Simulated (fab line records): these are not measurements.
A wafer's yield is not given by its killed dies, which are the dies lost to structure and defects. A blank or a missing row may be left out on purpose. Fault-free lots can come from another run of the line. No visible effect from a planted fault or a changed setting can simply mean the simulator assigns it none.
What tool caused it?    flow berkeley_cmos170    14 lots, 42 wafers sampled, at 2 steps of a route of 331

== WHAT EACH GAUGE READ, for each wafer ==
UCB170_ACTIVE_THK_MEAS_06. Usual: for ACTIVE_NITRIDE_THK the level is 220.4 nm and the standard deviation is 2.1.
lot   measured     on             ACTIVE_NITRIDE_THK (nm)              flag
L412  day 4 04:43  film_metro-04  220.1 219.3 218.6                    
L414  day 4 12:26  film_metro-02  224.4 222.5 223.6                    
L415  day 4 16:41  film_metro-03  218.7 216.4 218.3                    
L417  day 4 21:43  film_metro-02  218.8 218.8 219.4                    
L420  day 6 04:54  film_metro-04  356.3 356.4 354.9 356.3 356.3 355.2  OFF
L421  day 6 04:54  film_metro-03  354.7 352.8 355.0 354.9 352.8 354.9  OFF
L425  day 6 22:54  film_metro-03  219.1 219.9 219.7                    
L426  day 7 09:57  film_metro-04  220.7 221.5 223.8                    
L428  day 7 09:58  film_metro-02  222.8 225.0 224.5                    
L427  day 7 21:08  film_metro-02  222.2 221.6 220.3                    
L429  day 7 21:07  film_metro-04  222.3 222.5 222.4                    
L430  day 8 03:31  film_metro-02  221.4 220.5 221.7                    
L431  day 8 03:28  film_metro-03  221.4 223.9 222.8                    
L432  day 8 03:28  film_metro-04  218.3 218.8 219.1                    

== WHICH TOOL RAN EACH LOT (tool, then ch and the chambers of the sampled wafers, then the start) ==
lot   UCB170_ACTIVE_CVD_05
L412  lpcvd-02 ch 0, day 4 02:44
L414  lpcvd-01 ch 1, day 4 10:32
L415  lpcvd-02 ch 0, day 4 14:46
L417  lpcvd-02 ch 1, day 4 19:48
L420  lpcvd-02 ch 1, day 6 02:59
L421  lpcvd-02 ch 1, day 6 02:59
L425  lpcvd-01 ch 1, day 6 20:58
L426  lpcvd-01 ch 1, day 7 08:02
L428  lpcvd-01 ch 0, day 7 08:02
L427  lpcvd-01 ch 0, day 7 19:11
L429  lpcvd-01 ch 0, day 7 19:11
L430  lpcvd-01 ch 0, day 8 01:33
L431  lpcvd-01 ch 1, day 8 01:33
L432  lpcvd-01 ch 1, day 8 01:33
- UCB170_ACTIVE_CVD_05: deposits Si3N4 from SiH2Cl2/NH3, target thk 220 nm, time 3300 s.

== AS READ BY THE TOOLS THEMSELVES (means over the sampled wafers that have a number; for cases with no such wafer, the mark the record gives instead) ==
UCB170_ACTIVE_CVD_05. Usual: sih2cl2_flow_sccm 24.99 sccm, standard deviation 0.073; spike_tc_centre_C 802.4 C, standard deviation 1.4; spike_tc_load_C 822.4 C, standard deviation 1.4; spike_tc_source_C 822 C, standard deviation 3.1; susceptor_temp_C 800.0 C, standard deviation 0.38; zone_power_load_pct 19.3 %, standard deviation 0.69.
lot   tool      sih2cl2_flow_sccm (sccm)  spike_tc_centre_C (C)  spike_tc_load_C (C)  spike_tc_source_C (C)  susceptor_temp_C (C)  zone_power_load_pct (%)  flag
L412  lpcvd-02  24.99                     801.5                  822.5                824                    800.3                 19.0                     
L414  lpcvd-01  25.00                     801.4                  822.8                818                    800.5                 19.7                     
L415  lpcvd-02  25.10                     801.4                  822.8                824                    799.9                 19.0                     
L417  lpcvd-02  25.05                     802.3                  824.3                826                    800.2                 19.9                     
L420  lpcvd-02  24.97                     828.9                  852.5                853                    827.0                 21.4                     OFF
L421  lpcvd-02  25.04                     828.5                  851.5                853                    827.8                 21.7                     OFF
L425  lpcvd-01  25.00                     801.0                  821.6                817                    800.1                 19.9                     
L426  lpcvd-01  24.94                     802.1                  822.4                819                    799.6                 19.9                     
L428  lpcvd-01  24.98                     804.9                  821.7                824                    800.2                 18.2                     
L427  lpcvd-01  24.94                     804.5                  820.3                825                    800.1                 18.3                     
L429  lpcvd-01  24.97                     804.3                  821.7                825                    799.3                 18.5                     
L430  lpcvd-01  25.08                     804.1                  820.7                824                    800.1                 18.3                     
L431  lpcvd-01  24.99                     802.6                  822.0                819                    800.4                 19.8                     
L432  lpcvd-01  24.99                     801.9                  821.0                818                    799.6                 19.8                     

== THE ANSWER, worked out from the rows above alone ==
Rule: lot off if the mean of its wafers having a number is beyond 3 standard deviations from the usual mean. A lot without any number at a reading at which 4 lots or more have one is off too. The other lots that the step has rows for count as sound. After the gauges, taken in route order, come the tools' own readings; for these a lot's mean is taken, as printed above. The first step at which some lot is off is used, and at that step the reading that is off furthest; a lot without a number counts as furthest.
Off: L420, L421, seen at UCB170_ACTIVE_THK_MEAS_06 (ACTIVE_NITRIDE_THK).
A tool fits if, at a process step before that reading, it ran every lot that is off, and no sound lot after the first of them. Not tried: the gauges at UCB170_ACTIVE_THK_MEAS_06; whatever is off there is also off at UCB170_ACTIVE_CVD_05, on other tools, and gauge error can't account for it. One fits: UCB170_ACTIVE_CVD_05 on lpcvd-02. A fault onset in the window from L417 (day 4 19:48, its last sound lot) to L420 (day 6 02:59, its first lot off) fits.
The tool's own readings at UCB170_ACTIVE_CVD_05 bear it out: on the lots that are off they differ by more than 5 times the standard deviation of the sound lots' means. spike_tc_centre_C reads 828.7 C there against 802.7 C on the sound lots; spike_tc_load_C reads 852.0 C there against 822.0 C on the sound lots; spike_tc_source_C reads 853 C there against 822 C on the sound lots; susceptor_temp_C reads 827.4 C there against 800.0 C on the sound lots.

== WHAT HAD BEEN PUT IN BY THE SIMULATOR ==
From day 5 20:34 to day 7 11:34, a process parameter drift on lpcvd-02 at UCB170_ACTIVE_CVD_05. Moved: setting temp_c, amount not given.
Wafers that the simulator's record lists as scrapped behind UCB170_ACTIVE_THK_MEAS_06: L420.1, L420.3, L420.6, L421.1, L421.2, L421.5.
Shown lots that were struck: L420, L421. Same finding as the rule above.
